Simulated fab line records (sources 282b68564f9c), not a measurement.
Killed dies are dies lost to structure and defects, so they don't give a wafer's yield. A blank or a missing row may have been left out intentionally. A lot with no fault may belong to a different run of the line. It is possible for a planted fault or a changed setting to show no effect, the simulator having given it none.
A struck lot beside a sound one    flow ritCmos    27 steps out of a route of 202
Sound: the wafers L368.2, L368.3, L368.5. The struck wafers were L377.1, L377.4, L377.6. The cause comes at the end.
For every step that has rows: the tool of each side, followed by ch and its chambers, followed by its first start. Under that, the readings that differ: sound wafers    struck wafers    difference of the means    sigmas: that difference in standard deviations of wafers without a fault.
alike: readings with means less than 2 such deviations apart, plus words and numbers identical on both sides. not compared: withheld readings, readings lacking a value on some wafer, bounds such as >300 that could conceal the same value, and numbers that have no deviation in the record and whose values overlap.
Wherever a step has rows on one side only, a row that says differs or no value, or a row with sigmas, the two part there. Numbers that don't overlap but have no deviation are shown without sigmas and don't part them. Lack of a reading on every wafer of one side parts them only where that side has two or more wafers.

RIT_ACTIVE_BOW_MEAS_00:
  sound on filmMetro-04, day 3 02:01; struck on filmMetro-03, day 4 23:00
  alike: INCOMING_BOW
then, 1 step without rows for these wafers: RIT_ACTIVE_OXIDATION_01 (target thk 46.8 nm, ox time 3360 s).
RIT_ACTIVE_THK_MEAS_02:
  sound on filmMetro-03, day 3 05:56; struck on filmMetro-02, day 5 02:31
  alike: ACTIVE_OXIDE_THK
RIT_ACTIVE_CVD_03: deposits Si3N4 from SiH2Cl2/NH3, target thk 150 nm, time 1500 s.
  sound on lpcvd-01 ch 1, day 3 05:59; struck on lpcvd-02 ch 0, day 5 02:35
reading                                  sound              struck             difference  sigmas
spikeTcCentreC (C)                       813.7 814.7 815.0  826.8 829.0 826.4  +12.9       +8
spikeTcLoadC (C)                         835.1 834.4 831.5  847.6 848.2 850.2  +15.0       +9
spikeTcSourceC (C)                       827.0 829.0 829.8  848.6 847.1 848.2  +19.4       +7
susceptorTempC (C)                       810.0 810.4 810.1  824.9 825.2 824.7  +14.8       +46
model.Si3N4_of_ACTIVE_CVD_03.thkNm (nm)  150.3 150.9 150.1  195.3 195.4 195    +44.8       
  alike: zonePowerCentrePct
RIT_ACTIVE_THK_MEAS_04:
  sound on filmMetro-02, day 3 07:25; struck on filmMetro-03, day 5 04:00
reading                  sound              struck             difference  sigmas
ACTIVE_NITRIDE_THK (nm)  150.2 150.8 150.0  195.3 195.4 195.0  +44.9       +32
then, 6 steps without rows for these wafers: RIT_ACTIVE_HMDS_05 (prime time 60 s); RIT_ACTIVE_COAT_06 (resist thk 1000 nm); RIT_ACTIVE_SOFTBAKE_07 (time 60 s); RIT_ACTIVE_EXPOSE_08 (exposes mask M1, target cd 1400 nm); RIT_ACTIVE_PEB_09; RIT_ACTIVE_DEVELOP_10 (develop time 50 s).
RIT_ACTIVE_CD_MEAS_11: the cd target is 1400 nm.
  sound on cdSem-01, day 3 08:28; struck on cdSem-01, day 5 05:01
  alike: cdNm
then, 1 step without rows for these wafers: RIT_ACTIVE_HARDBAKE_12 (time 60 s).
RIT_ACTIVE_ETCH_13: etches Si3N4 in SF6, stops on SiO2, time 210 s, target depth 210 nm.
  sound on rieDiel-02 ch 0,2,3, day 3 08:43; struck on rieDiel-03 ch 0,2, day 5 05:17
reading                           sound              struck             difference  sigmas
oesProductAu (a.u.)               0.799 0.828 0.801  0.957 0.972 0.961  +0.154      +10
model.ACTIVE.featureDepthNm (nm)  151.1 150.9 150.1  195.3 196.9 195    +45.0       
model.etch.depthNm (nm)           150.3 150.9 150.1  195.3 195.4 195    +44.8       
  alike: chamberPressureMTorr, drypumpMotorCurrentA, throttleValvePct
  not compared: rfHoursCounterH
RIT_ACTIVE_STRIP_14: strips in O2, time 180 s.
  sound on plasmaAsher-04 ch 0,1, day 3 08:50; struck on plasmaAsher-03 ch 0, day 5 05:25
  alike: chamberPressureMTorr, drypumpMotorCurrentA, rfReflPowerW
  not compared: rfHoursCounterH
RIT_ACTIVE_CD_MEAS_90: the cd target is 1400 nm.
  sound on cdSem-02, day 3 09:02; struck on cdSem-01, day 5 05:35
  alike: cdNm
then, 4 steps without rows for these wafers: RIT_ACTIVE_CLEAN_15 (cleans in SC1, time 600 s); RIT_ACTIVE_CLEAN_16 (cleans in dHF, time 30 s); RIT_ACTIVE_CLEAN_17 (cleans in SC2, time 600 s); RIT_FOX1_OXIDATION_00 (target thk 350.7 nm, ox time 1130 s).
RIT_FOX1_THK_MEAS_01:
  sound on filmMetro-01, day 3 10:59; struck on filmMetro-01, day 5 08:09
  alike: FOX1_OXIDE_THK
then, 2 steps without rows for these wafers: RIT_FOX1_WET_ETCH_02 (etches SiO2 in BOE, target depth 350 nm, time 390 s); RIT_FOX2_OXIDATION_00 (target thk 350.7 nm, ox time 1130 s).
RIT_FOX2_THK_MEAS_01:
  sound on filmMetro-02, day 3 12:34; struck on filmMetro-01, day 5 10:32
reading              sound        struck       difference  sigmas
FOX2_OXIDE_THK (nm)  361 365 363  342 345 352  -17         -3
RIT_FOX2_CLEAN_02: cleans in dHF, time 180 s.
  sound on wetBench-01 ch 2, day 3 12:37; struck on wetBench-02 ch 0, day 5 10:36
reading                                  sound              struck             difference  sigmas
model.Si3N4_of_ACTIVE_CVD_03.thkNm (nm)  131.1 131.7 130.9  176.1 176.2 175.7  +44.8       
then, 1 step without rows for these wafers: RIT_FOX2_WET_ETCH_03 (etches Si3N4 in H3PO4, target depth 195 nm, time 2700 s).
RIT_M1_PROBE_99:
  sound on prober-01, day 5 08:48; struck on prober-02, day 7 07:35
reading                            sound           struck          difference  sigmas
model.etest.pldd.widthNm (nm)      3167 3139 3145  3243 3224 3221  +79         
model.etest.nldd.widthNm (nm)      3160 3144 3171  3235 3218 3197  +58         
model.etest.nplusSal.widthNm (nm)  3443 3401 3409  3505 3472 3476  +67         
model.etest.pplusSal.widthNm (nm)  3423 3429 3410  3479 3476 3458  +50         

WHERE THEY PART
At RIT_ACTIVE_CVD_03 first; at RIT_FOX2_THK_MEAS_01 last (within this record only).

WHY: what the simulator had put in
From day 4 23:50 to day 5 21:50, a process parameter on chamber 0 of lpcvd-02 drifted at RIT_ACTIVE_CVD_03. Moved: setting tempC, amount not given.
